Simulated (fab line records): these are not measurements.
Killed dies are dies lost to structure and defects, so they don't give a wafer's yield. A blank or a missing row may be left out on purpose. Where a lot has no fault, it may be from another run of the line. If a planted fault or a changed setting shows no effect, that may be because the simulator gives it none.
A lot that was struck, set against a sound lot -- flow rit_cmos -- 15 out of 202 route steps
Sound: these wafers, L196.1, L196.4, L196.5. Wafers L202.1, L202.4, L202.5 were the ones struck. At the end, the cause is stated.
Each step with rows lists, per side, the tool, then ch with its chambers, then its first start. Under that, the readings that differ: sound wafers -- struck wafers -- difference of the means -- sigmas: that difference in standard deviations of wafers without a fault.
alike: words and numbers the same on both sides, and readings whose means are apart by under 2 such deviations; not compared: readings that were withheld, readings missing a value for some wafer, numbers with overlapping values and no deviation given by the record, and bounds like >300 which may hide the same value.
The two part at a step that has a row with sigmas, a row that says differs or no value, or rows on one side only. Numbers that have no deviation but don't overlap get no sigmas and don't part them. Lack of a reading on every wafer of one side parts them only where that side has two or more wafers.

first, 4 steps without rows for these wafers: RIT_CONTACT_SOFTBAKE_04 (time 60 s); RIT_CONTACT_EXPOSE_05 (exposes mask M11, target cd 1000 nm); RIT_CONTACT_PEB_06; RIT_CONTACT_DEVELOP_07 (develop time 120 s).
RIT_CONTACT_CD_MEAS_08: target cd 1000 nm.
  sound on cd_sem-02, day 4 21:34; struck on cd_sem-01, day 5 21:26
  alike: cd_nm
RIT_CONTACT_OVL_MEAS_09:
  sound on overlay-02, day 4 21:41; struck on overlay-02, day 5 21:33
  alike: CONTACT_OVL
then, 1 step without rows for these wafers: RIT_CONTACT_HARDBAKE_10 (time 60 s).
RIT_CONTACT_ETCH_11: etches SiO2 in CHF3/CF4/Ar, stops on TiSi2, target depth 480 nm, time 320 s.
  sound on rie_diel-03 ch 0,2,3, day 4 21:52; struck on rie_diel-04 ch 1,2, day 5 21:44
  alike: drypump_motor_current_A, oes_product_au, throttle_valve_pct
  not compared: rf_hours_counter_h
RIT_CONTACT_STRIP_12: strips in O2, time 180 s.
  sound on plasma_asher-04 ch 0,1, day 4 22:04; struck on plasma_asher-02 ch 1, day 5 21:56
  alike: drypump_motor_current_A, rf_refl_power_W
  not compared: rf_hours_counter_h
RIT_CONTACT_CD_MEAS_90: target cd 1000 nm.
  sound on cd_sem-01, day 4 22:14; struck on cd_sem-02, day 5 22:07
  alike: cd_nm
then, 2 steps without rows for these wafers: RIT_CONTACT_CLEAN_13 (cleans in SC1, time 600 s); RIT_CONTACT_CLEAN_14 (cleans in SC2, time 600 s).
RIT_M1_SPUTTER_00: material Al, target thk 400 nm, time 500 s.
  sound on pvd_sputter-02, day 4 22:43; struck on pvd_sputter-02, day 5 23:03
  alike: throttle_valve_pct
RIT_M1_RS_MEAS_01: a four-point-probe measurement.
  sound on film_metro-01, day 4 23:00; struck on film_metro-01, day 5 23:46
reading,sound,struck,difference,sigmas
M1_AL_RS (ohm/sq),0.0749 0.0735 0.0737,0.0370 0.0368 0.0363,-0.0373,-34
RIT_M1_PROBE_99:
  the record has rows for the sound wafers here (prober-02, day 5 03:52) and none for the struck ones

== WHERE THEY PART ==
Earliest at RIT_M1_RS_MEAS_01; latest, in this record, at RIT_M1_PROBE_99.

WHY: whatever the simulator had introduced
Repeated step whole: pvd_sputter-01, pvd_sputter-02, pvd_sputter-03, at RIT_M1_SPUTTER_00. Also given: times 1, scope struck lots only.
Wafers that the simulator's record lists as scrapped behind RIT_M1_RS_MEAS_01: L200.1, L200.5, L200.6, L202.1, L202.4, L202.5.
